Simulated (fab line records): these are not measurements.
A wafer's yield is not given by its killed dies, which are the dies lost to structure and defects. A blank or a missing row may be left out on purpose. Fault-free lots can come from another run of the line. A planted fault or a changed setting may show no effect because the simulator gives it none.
2 desks, one fault :: flow rit cmos :: what lay behind the numbers comes last; until then each desk has only its own

AT THE TOOL OWNER'S DESK: implanter-04
RIT_NLDD_IMPLANT_08, tool's own readings: per-lot mean of the sampled wafers with a number, covering each lot this tool ran. If a lot's mean is further than 4 standard deviations from the usual mean, the lot is out of limits and carries the mark OUT (the distance appears in the brackets).
Columns: A = dose ions cm2 at RIT_NLDD_IMPLANT_08, usual 5e+14; B = faraday current uA at RIT_NLDD_IMPLANT_08, usual 1576
lot: L564
first seen here: day 3 06:32
A: 5e+14
B: 1569

lot: L565
first seen here: day 3 13:28
A: 5e+14
B: 1560

lot: L566
first seen here: day 3 15:58
A: 5e+14
B: 1591

lot: L567
first seen here: day 4 01:35
A: 5e+14
B: 1567

lot: L569
first seen here: day 4 06:55
A: 5e+14
B: 1590

lot: L570
first seen here: day 4 14:41
A: 5e+14
B: 1557

lot: L572
first seen here: day 5 01:56
A: 7e+14 (+99 or more) OUT
B: 2023 (+14) OUT

lot: L573
first seen here: day 5 03:36
A: 6e+14 (+99 or more) OUT
B: 2024 (+14) OUT

lot: L574
first seen here: day 5 11:13
A: 7e+14 (+99 or more) OUT
B: 2054 (+15) OUT
This desk finds L572, L573, L574 out of limits, L572 being first, at day 5 01:56 (dose ions cm2 at RIT_NLDD_IMPLANT_08). L564, L565, L566, L567, L569, L570 stayed within limits.

AT THE METROLOGY DESK
Lot by lot, what the gauges showed, no matter which tool ran the lot: averages of those sampled wafers that carry a number. If a lot's mean is further than 4 standard deviations from the usual mean, the lot is out of limits and carries the mark OUT (the distance appears in the brackets).
Columns: A = cd nm at RIT_ACTIVE_CD_MEAS_11, usual 1399.9 nm; B = NRETRO_OVL at RIT_NRETRO_OVL_MEAS_06, usual 0.9 nm; C = NLDD_TW at RIT_NLDD_TW_MEAS_10, usual 2480; D = NSD_OVL at RIT_NSD_OVL_MEAS_06, usual 0.3 nm; E = NLDD_RS at RIT_SDANNEAL_RS_MEAS_07, usual 151.7 ohm/sq
lot: L563
first seen here: day 1 19:50
A: 1398.5
B: 2.0
C: 2479
D: 1.2
E: 152.1

lot: L564
first seen here: day 2 00:30
A: 1403.3
B: -1.1
C: 2478
D: 2.3
E: 151.7

lot: L565
first seen here: day 2 05:50
A: 1400.4
B: 0.4
C: 2483
D: 1.6
E: 151.2

lot: L566
first seen here: day 2 11:43
A: 1398.9
B: 1.2
C: 2489
D: -2.1
E: 151.9

lot: L567
first seen here: day 2 16:20
A: 1395.5
B: 3.5
C: 2485
D: 0.3
E: 151.7

lot: L568
first seen here: day 2 20:34
A: 1400.0
B: -0.4
C: 2456
D: -1.5
E: 150.6

lot: L569
first seen here: day 3 02:40
A: 1403.4
B: 2.0
C: 2486
D: 0.4
E: 151.3

lot: L570
first seen here: day 3 07:19
A: 1400.3
B: -1.3
C: 2458
D: -1.9
E: 152.0

lot: L571
first seen here: day 3 12:14
A: 1399.9
B: 1.9
C: 2498
D: 0.9
E: 150.4

lot: L572
first seen here: day 3 17:46
A: 1397.2
B: -0.6
C: 2665 (+12) OUT
D: 0.7
E: 122.8 (-47) OUT

lot: L573
first seen here: day 3 21:50
A: 1400.4
B: 1.4
C: 2656 (+12) OUT
D: 2.0
E: 122.5 (-48) OUT

lot: L574
first seen here: day 4 02:46
A: 1400.7
B: 0.6
C: 2645 (+11) OUT
D: 0.8
E: 123.0 (-47) OUT

lot: L581
first seen here: day 5 19:49
A: 1400.7
B: 0.1
C: 2490
D: 1.9
E: 152.7

lot: L584
first seen here: day 6 04:29
A: 1401.3
B: 0.8
C: 2462
D: -0.6
E: 151.3

lot: L585
first seen here: day 6 10:39
A: 1402.6
B: 2.2
C: 2489
D: -0.4
E: 151.3
This desk finds L572, L573, L574 out of limits, with the earliest case on L572 at day 5 02:16 (NLDD_TW at RIT_NLDD_TW_MEAS_10). L563, L564, L565, L566, L567, L568, L569, L570, L571, L581, L584, L585 stayed within limits.

ALL TOGETHER
The tool owner's desk had the chance to raise an alarm at day 5 01:56 on L572, L573, L574.
The metrology desk could have raised an alarm at day 5 02:16, on L572, L573, L574.
Of the lots named, all ran RIT_NLDD_IMPLANT_08 on implanter-04.

WHAT THE SIMULATOR HAD INSERTED
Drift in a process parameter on implanter-04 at RIT_NLDD_IMPLANT_08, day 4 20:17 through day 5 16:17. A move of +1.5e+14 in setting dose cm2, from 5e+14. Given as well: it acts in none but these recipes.
Lots struck among those shown: L572, L573, L574.
Fault start to first reading out of limits, in hours, per desk: tool owner, 6; metrology, 6.
